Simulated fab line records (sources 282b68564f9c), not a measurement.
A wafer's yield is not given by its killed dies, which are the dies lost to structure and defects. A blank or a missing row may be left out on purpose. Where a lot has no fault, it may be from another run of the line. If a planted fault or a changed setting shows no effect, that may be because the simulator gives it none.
Which tool was responsible?	flow ritCmos	7 lots, 21 wafers sampled, at 2 steps of a route of 202

## WHAT THE GAUGES READ, wafer by wafer
RIT_GATE_THK_MEAS_09.
lot	measured	on	GATE_POLY_THK (nm)
L945	day 2 17:48	filmMetro-03	255.1 257.3 254.0
L950	day 4 00:07	filmMetro-01	514.2 513.7 511.8
L956	day 5 03:18	filmMetro-01	253.0 252.3 252.6
L958	day 5 12:07	filmMetro-02	256.0 258.0 256.4
L960	day 5 20:58	filmMetro-02	258.4 258.7 259.3
L963	day 6 14:46	filmMetro-02	260.5 258.8 257.7
L967	day 7 12:52	filmMetro-02	254.4 257.2 255.8

## TOOL THAT RAN EACH LOT (tool first, then ch and the chambers of the sampled wafers, then the start)
lot	RIT_GATE_CVD_08
L945	lpcvd-02 ch 1, day 2 16:11
L950	lpcvd-01 ch 1, day 3 20:43 and lpcvd-02 ch 1, day 3 22:30
L956	lpcvd-02 ch 0, day 5 01:41
L958	lpcvd-02 ch 0, day 5 09:41
L960	lpcvd-02 ch 1, day 5 19:21
L963	lpcvd-01 ch 1, day 6 13:08
L967	lpcvd-02 ch 1, day 7 11:15
- RIT_GATE_CVD_08: deposits poly-Si from SiH4, target thk 250 nm, time 2220 s.

## THE ANSWER, worked out from the rows above alone
Rule: the lots themselves supply what counts as usual. Put in order of their means at a reading, lots are off if they are a third of the lots or fewer, leave a main group of 4 or more, and stand apart from it by a gap of 3 or more times the standard deviation of the main group's means; of several such gaps the widest counts. A main group is skipped when, at the precision printed for the reading in the tables above, its means are all equal. Also off: a lot with no number at a reading for which 4 or more lots have one. Any other lot the step has rows for is counted as sound.
Off: at RIT_GATE_THK_MEAS_09 (GATE_POLY_THK), L950. The main group has a mean of 256.4 nm with a standard deviation of 2.2.
If a tool, at a process step before that reading, ran all the lots that are off and no sound lot after the first of them, it fits. Those tools and the gauges at RIT_GATE_THK_MEAS_09 are tried in the same way. None of those tried fits.

## WHAT THE SIMULATOR PUT IN
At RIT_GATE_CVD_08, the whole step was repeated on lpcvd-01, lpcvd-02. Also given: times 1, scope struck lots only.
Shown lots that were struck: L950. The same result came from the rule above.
